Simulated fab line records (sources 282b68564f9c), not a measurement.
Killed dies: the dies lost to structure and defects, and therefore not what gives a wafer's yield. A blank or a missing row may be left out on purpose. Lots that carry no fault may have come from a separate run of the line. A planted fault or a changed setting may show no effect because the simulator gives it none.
Split-lot experiment | flow rit_cmos | 23 wafers read from 5 lots, route of 202 steps

== ABOUT THE SPLIT ==
At RIT_NWELL_IMPLANT_08, the setting energy_kev was moved away from the recipe's 170 on 7 of the 23 wafers read, by -3.6% to -1.6%. For the rest of the wafers, this setting stayed at what the recipe calls for.

The reading comes from the split's own step.

== THE READING ==
The simulator's own value implant.drp_nm, read by no gauge, in nm at RIT_NWELL_IMPLANT_08. There is no usual value for it anywhere in the file.

wafer  | tool, chamber at the split | energy_kev as run | against the recipe | implant.drp_nm, nm | against lot-mates on the recipe
L074.1 | implanter-03, 0            | 167.2             | -1.6%              | 67.98              | -0.84
L074.5 | implanter-03, 0            | 167.2             | -1.6%              | 67.98              | -0.84
L074.2 | implanter-03, 0            | 170               | recipe             | 68.82              | -
L074.4 | implanter-03, 0            | 170               | recipe             | 68.82              | -
L074.6 | implanter-03, 0            | 170               | recipe             | 68.82              | -
L075.1 | implanter-02, 0            | 170               | recipe             | 68.82              | -
L075.2 | implanter-02, 0            | 170               | recipe             | 68.82              | -
L075.3 | implanter-02, 0            | 170               | recipe             | 68.82              | -
L075.4 | implanter-02, 0            | 170               | recipe             | 68.82              | -
L075.6 | implanter-02, 0            | 170               | recipe             | 68.82              | -
L080.4 | implanter-03, 0            | 170               | recipe             | 68.82              | -
L080.5 | implanter-03, 0            | 170               | recipe             | 68.82              | -
L080.6 | implanter-03, 0            | 170               | recipe             | 68.82              | -
L081.1 | implanter-03, 0            | 163.9             | -3.6%              | 67                 | -1.82
L081.2 | implanter-03, 0            | 163.9             | -3.6%              | 67                 | -1.82
L081.3 | implanter-03, 0            | 163.9             | -3.6%              | 67                 | -1.82
L081.4 | implanter-03, 0            | 170               | recipe             | 68.82              | -
L081.5 | implanter-03, 0            | 170               | recipe             | 68.82              | -
L085.1 | implanter-03, 0            | 164.2             | -3.4%              | 67.09              | -1.73
L085.2 | implanter-03, 0            | 164.2             | -3.4%              | 67.09              | -1.73
L085.3 | implanter-03, 0            | 170               | recipe             | 68.82              | -
L085.5 | implanter-03, 0            | 170               | recipe             | 68.82              | -
L085.6 | implanter-03, 0            | 170               | recipe             | 68.82              | -

FIT RESULTS
A straight line over all 23 wafers: implant.drp_nm changes by +0.507 nm for each +1% of energy_kev; r = +1.00; the points scatter about the line by 0.0014 nm.
The same after taking each lot's own level away (the mean of its wafers on the recipe; 23 wafers): +0.507 nm for each +1%; r = +1.00; scatter 0.0014 nm.
Per that fit: largest energy_kev move, reading shift of 1.8 nm.
The lots' own levels span 68.820 to 68.820 nm.
Consequently the slope shifts little with the lot-to-lot level, the two slopes agreeing.
Check: for one of the wafers moved furthest among these (-3.6%), held out of the fit, the line's prediction against its lot-mates is -1.82 nm. Against them it came out at -1.82 nm.

== OTHER SPLITS APPLIED TO THESE WAFERS ==
Note: prior to the reading, these wafers also went through further splits. Each is held against what the fit with the lots' levels taken away leaves over:
other split on the same wafers   | wafers away from the commonest value | r with implant.drp_nm (lot level and that fit taken away)
RIT_ACTIVE_CVD_03 pressure_mtorr | 10                                   | -0.15
RIT_ACTIVE_ETCH_13 rf_w          | 7                                    | +0.07
RIT_NWELL_COAT_01 spin_rpm       | 10                                   | -0.05

== THE WHOLE CHAIN: every reading that the file lists as answering this split, in the file's order ==
step                 | what it does | reading                                                         | change (the file's fit)               | r (the file's)
RIT_NWELL_IMPLANT_08 |              | implant.rp_nm (the simulator's own value, which no gauge read)  | +2.22 nm for each +1% of the setting  | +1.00
RIT_NWELL_IMPLANT_08 |              | implant.drp_nm (the simulator's own value, which no gauge read) | +0.509 nm for each +1% of the setting | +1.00

== THE FILE'S OWN FIT ==
implant.drp_nm changes by +0.509 nm for each +1% of energy_kev, r = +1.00.
